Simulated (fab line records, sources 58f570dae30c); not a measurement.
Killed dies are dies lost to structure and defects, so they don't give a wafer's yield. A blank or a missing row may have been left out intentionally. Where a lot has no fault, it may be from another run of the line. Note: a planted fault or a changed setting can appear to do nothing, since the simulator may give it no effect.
Problem report, 8D (eight disciplines) form, completed by code ; flow berkeley_cmos170 ; the parts of the form that need people (team, actions taken, sign-off) are left out

## 1. WHAT WENT WRONG
Mean of cd_nm at UCB170_M1_CD_MEAS_09: 713.7 nm across 6 wafers in 2 lots; on wafers with no fault it is 700.2 nm (standard deviation 1.2). Relative to the usual mean, that is a shift of +11 standard deviations.
The step: target cd 700 nm.
Earliest sighting: wafer L986.2 on cd_sem-01 at day 12 10:56. The record has a number at this step for 42 wafers belonging to 14 lots. By rule, "out" or "out of limits" means more than 4 standard deviations away from the usual mean. The rest of the wafers with a number are treated as sound.

## 2. WHAT THIS IS AND IS NOT
question;is;is not
which readings at this step;cd_nm;-
which lots;L986, L987;L972, L974, L975, L977, L978, L979, L980, L981, L984, L991, L992, L995
which wafers of those lots;all that have a number;-
read on which gauges;cd_sem-01, cd_sem-02;-
when;from day 12 10:56;"up to then (27 sound wafers); but 9 sound wafers of L991, L992, L995 came after"

## 3. WHAT RULES OUT EACH SUSPECT
Counting: a tool stays on the suspect list if, at a process step up to the reading, it processed all lots that are out and no sound lot following the first of them.
- ruled out: the gauge at UCB170_M1_CD_MEAS_09. The wafers that are out were read on 2 gauges (cd_sem-01, cd_sem-02).
- litho_track-01 at UCB170_M1_PEB_07: kept. It ran every lot that is out, first L986 (day 12 10:40), and no sound lot after that; its last sound lot up to then is L984 (day 10 14:48). Its own heater_power_total_W readings are out on those wafers.
Left after counting: litho_track-01 at UCB170_M1_PEB_07.

## 4. THE CAUSE (what the simulator had put in)
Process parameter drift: litho_track-01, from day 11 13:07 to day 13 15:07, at UCB170_M1_PEB_07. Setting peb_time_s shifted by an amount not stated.
This tool alone remained once counting was done.

## 5. THE EFFECT CHAIN, in route order
Each row: a reading where the mean over the struck wafers with a number is more than 3 standard deviations away from the usual. Only readings for which the record gives a usual standard deviation are gone through. hours: the time from each lot's start at the first step in this table that gives one to its start at this step, as a median over the lots. sigmas: the change in usual standard deviations.
hours;step;reading;usual;on struck wafers;change;sigmas
0;UCB170_M1_PEB_07;heater_power_total_W;56.81 W;61.06;+4.25;+99 or more
0;UCB170_M1_CD_MEAS_09;cd_nm;700.2 nm;713.7;+13.5;+11
The process steps in it:
- UCB170_M1_PEB_07

## 6. HOW IT WOULD HAVE BEEN CAUGHT EARLIER
22 hours passed between the start of the fault at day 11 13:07 and the first reading out of limits at a measuring or inspecting step in this record, taken at day 12 10:56.
At UCB170_M1_PEB_07, the tool's own readings (heater_power_total_W) were out on each struck wafer the step has a row for, so an alarm limit on them would have fired on the first such wafer.
L987, from the lots that are out (2), started UCB170_M1_PEB_07 on litho_track-01 later than day 12 10:56. A tool hold placed at that time would have kept it from harm.
